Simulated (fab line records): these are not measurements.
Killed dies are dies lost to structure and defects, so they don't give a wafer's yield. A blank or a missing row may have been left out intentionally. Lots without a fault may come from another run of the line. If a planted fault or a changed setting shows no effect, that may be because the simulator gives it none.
A struck lot beside a sound one :: flow rit cmos :: 15 steps out of a route of 202
Sound: the wafers L917.2, L917.3, L917.4. Struck: wafers L922.1, L922.2, L922.3. The cause comes at the end.
For every step that has rows: the tool of each side, followed by ch and its chambers, followed by its first start. Under that, the readings that differ: sound wafers :: struck wafers :: difference of the means :: sigmas: that difference in standard deviations of wafers without a fault.
alike: readings whose means differ by less than 2 such deviations, and words and numbers that are the same on both sides. not compared: withheld readings, readings that some wafer has no value for, bounds like >300 that may hide the same value, and numbers for which the record gives no deviation and whose values overlap.
Wherever a step has rows on one side only, a row that says differs or no value, or a row with sigmas, the two part there. Numbers that have no deviation but don't overlap get no sigmas and don't part them. A reading missing from all wafers of one side parts the sides only when that side holds two or more wafers.

RIT_SDANNEAL_RTA_03: time 5 s.
  sound on rtp anneal-01 ch 0, day 3 22:52; struck on rtp anneal-02 ch 0, day 4 19:26
  alike: wafer_temp_C_max
RIT_SDANNEAL_RS_MEAS_04: measures by four-point-probe.
  sound on film metro-04, day 3 22:56; struck on film metro-02, day 4 19:30
  alike: PSD_RS
RIT_SDANNEAL_RS_MEAS_05: measures by four-point-probe.
  sound on film metro-04, day 3 23:03; struck on film metro-02, day 4 19:37
  alike: NSD_RS
RIT_SDANNEAL_RS_MEAS_06: measures by four-point-probe.
  sound on film metro-04, day 3 23:10; struck on film metro-02, day 4 19:44
reading: PLDD_RS (ohm/sq)
sound: 178.3 177.9 177.9
struck: 178.6 179.4 179.4
difference: +1.1
sigmas: +2
RIT_SDANNEAL_RS_MEAS_07: measures by four-point-probe.
  sound on film metro-04, day 3 23:17; struck on film metro-02, day 4 19:52
  alike: NLDD_RS
then, 1 step without rows for these wafers: RIT_SILICIDE_WET_ETCH_00 (etches SiO2 in BOE, target depth 14 nm, time 15 s).
RIT_SILICIDE_SPUTTER_01: material Ti, target thk 30 nm, time 240 s.
  sound on pvd sputter-04, day 3 23:24; struck on pvd sputter-02, day 4 19:59
  alike: throttle valve pct
RIT_SILICIDE_RS_MEAS_02: measures by four-point-probe.
  sound on film metro-02, day 3 23:34; struck on film metro-04, day 4 20:08
  alike: SILICIDE_TI_RS
RIT_SILICIDE_THK_MEAS_03: measures by xrf.
  sound on film metro-02, day 3 23:41; struck on film metro-04, day 4 20:16
  alike: SILICIDE_TI_THK
RIT_SILICIDE_RTA_04: time 10 s, ramp up 5 s, ramp down 5 s.
  sound on rtp anneal-02 ch 0, day 3 23:44; struck on rtp anneal-01 ch 0, day 4 20:19
reading: wafer_temp_C_max
sound: 653.9 655.0 654.6
struck: 651.5 652.2 651.1
difference: -2.9
sigmas: -2
then, 1 step without rows for these wafers: RIT_SILICIDE_WET_ETCH_05 (etches Ti in SPM, time 120 s).
RIT_SILICIDE_RTA_06: time 10 s, ramp up 5 s, ramp down 10 s.
  sound on rtp anneal-01 ch 0, day 3 23:52; struck on rtp anneal-02 ch 0, day 4 20:26
  alike: wafer_temp_C_max
RIT_CONTACT_CVD_00: deposits SiO2 from TEOS, target thk 400 nm, time 61 s.
  sound on pecvd-02 ch 0,2, day 3 23:55; struck on pecvd-01 ch 0,1,2, day 4 20:43
  alike: heater power w, rf fwd power W
RIT_CONTACT_THK_MEAS_01:
  sound on film metro-03, day 3 23:58; struck on film metro-03, day 4 20:59
reading: CONTACT_TEOS_THK (nm)
sound: 396 398 404
struck: 794 797 799
difference: +397
sigmas: +86
RIT_M1_PROBE_99:
  rows exist in the record for the sound wafers here (prober-01, day 4 06:28), none for the struck ones

== WHERE THEY PART ==
First at RIT_SDANNEAL_RS_MEAS_06; last, within this record, at RIT_M1_PROBE_99.

WHY: what the simulator had put in
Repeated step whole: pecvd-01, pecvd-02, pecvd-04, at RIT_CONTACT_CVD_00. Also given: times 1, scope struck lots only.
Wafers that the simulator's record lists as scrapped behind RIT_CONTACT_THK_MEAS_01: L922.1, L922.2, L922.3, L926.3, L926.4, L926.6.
